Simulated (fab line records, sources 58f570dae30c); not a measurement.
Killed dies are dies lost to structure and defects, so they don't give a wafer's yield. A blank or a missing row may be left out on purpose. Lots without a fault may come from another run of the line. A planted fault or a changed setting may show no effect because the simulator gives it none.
Which tool did it? | flow berkeley_cmos170 | 14 lots, 42 wafers sampled, at 3 steps of a route of 331

WHAT THE GAUGES READ, wafer by wafer
UCB170_V1_CD_MEAS_90: target cd 700 nm. Usual: cd_nm 699.8 nm, standard deviation 1.9.
lot  | measured     | on        | cd_nm (nm)        | flag
L863 | day 7 16:30  | cd_sem-02 | 700.8 702.9 701.8 |
L862 | day 7 16:49  | cd_sem-02 | 700.5 699.6 701.5 |
L864 | day 7 19:51  | cd_sem-01 | 703.0 700.9 703.3 |
L866 | day 8 10:41  | cd_sem-02 | 696.3 696.3 695.6 |
L867 | day 8 17:13  | cd_sem-02 | 700.5 702.6 700.9 |
L873 | day 10 05:21 | cd_sem-01 | 698.8 701.0 698.1 |
L876 | day 10 11:23 | cd_sem-01 | 699.8 703.7 702.1 |
L877 | day 10 11:41 | cd_sem-01 | 699.5 701.0 699.1 |
L880 | day 10 19:04 | cd_sem-02 | 701.9 699.7 699.1 |
L878 | day 10 19:29 | cd_sem-01 | 702.9 701.9 703.1 |
L879 | day 11 02:19 | cd_sem-01 | 698.2 700.1 699.5 |
L882 | day 11 16:04 | cd_sem-01 | 699.2 697.7 700.4 |
L883 | day 11 16:22 | cd_sem-01 | 696.3 698.3 697.7 |
L885 | day 12 03:43 | cd_sem-02 | 699.6 700.2 700.3 |

UCB170_V2_BOW_MEAS_03. Usual: V2_BOW 36 um, standard deviation 7.6.
lot  | measured     | on            | V2_BOW (um) | flag
L863 | day 7 20:48  | film_metro-03 | 36 37 33    |
L862 | day 7 21:10  | film_metro-03 | 26 31 37    |
L864 | day 8 00:30  | film_metro-03 | 38 42 26    |
L866 | day 8 13:56  | film_metro-04 | 26 35 12    |
L867 | day 8 20:52  | film_metro-01 | 34 35 19    |
L873 | day 10 09:52 | film_metro-01 | 33 53 32    |
L876 | day 10 15:09 | film_metro-04 | 33 38 28    |
L877 | day 10 15:16 | film_metro-01 | 40 40 34    |
L880 | day 10 23:22 | film_metro-01 | 51 49 28    |
L878 | day 10 23:52 | film_metro-03 | 36 38 33    |
L879 | day 11 05:43 | film_metro-01 | 42 42 25    |
L882 | day 11 19:19 | film_metro-04 | 31 43 39    |
L883 | day 11 19:44 | film_metro-03 | 47 36 34    |
L885 | day 12 07:58 | film_metro-01 | 46 36 32    |

UCB170_V2_OVL_MEAS_13. Usual: V2_OVL 4 nm, standard deviation 5.5.
lot  | measured     | on         | V2_OVL (nm) | flag
L863 | day 7 23:32  | overlay-02 | 11 -1 0     |
L862 | day 7 23:41  | overlay-01 | 5 3 -1      |
L864 | day 8 02:27  | overlay-02 | -1 3 7      |
L866 | day 8 15:16  | overlay-02 | 4 -11 5     |
L867 | day 8 22:11  | overlay-02 | 3 8 7       |
L873 | day 10 11:40 | overlay-01 | -1 -4 -6    |
L876 | day 10 16:35 | overlay-02 | 5 9 3       |
L877 | day 10 16:50 | overlay-01 | 10 -1 5     |
L880 | day 11 01:20 | overlay-02 | 0 0 2       |
L878 | day 11 01:53 | overlay-02 | 6 -1 4      |
L879 | day 11 07:10 | overlay-01 | 11 -2 9     |
L882 | day 11 20:53 | overlay-01 | 7 4 9       |
L883 | day 11 21:09 | overlay-02 | 11 -4 4     |
L885 | day 12 09:36 | overlay-02 | -2 9 4      |

WHICH TOOL RAN EACH LOT (tool, then ch and the chambers of the sampled wafers, then the start)
The record holds no process step before these readings.

WHAT THE TOOLS THEMSELVES READ (means of the sampled wafers that have a number; where no wafer has one, the mark that the record gives instead)
The record holds no such reading with a usual standard deviation.

THE ANSWER, worked out from the rows above alone
Rule: a lot is off if the mean of its wafers that have a number lies more than 3 standard deviations from the usual mean. A lot without any number at a reading at which 4 lots or more have one is off too. The other lots that the step has rows for count as sound. The gauges are gone through in route order, then the tools' own readings, and for those a lot's mean is taken as printed above. The first step at which some lot is off is used, and at that step the reading that is off furthest; a lot without a number counts as furthest.
No lot is off at any reading shown: from this, nothing can be told.

WHAT THE SIMULATOR HAD PUT IN
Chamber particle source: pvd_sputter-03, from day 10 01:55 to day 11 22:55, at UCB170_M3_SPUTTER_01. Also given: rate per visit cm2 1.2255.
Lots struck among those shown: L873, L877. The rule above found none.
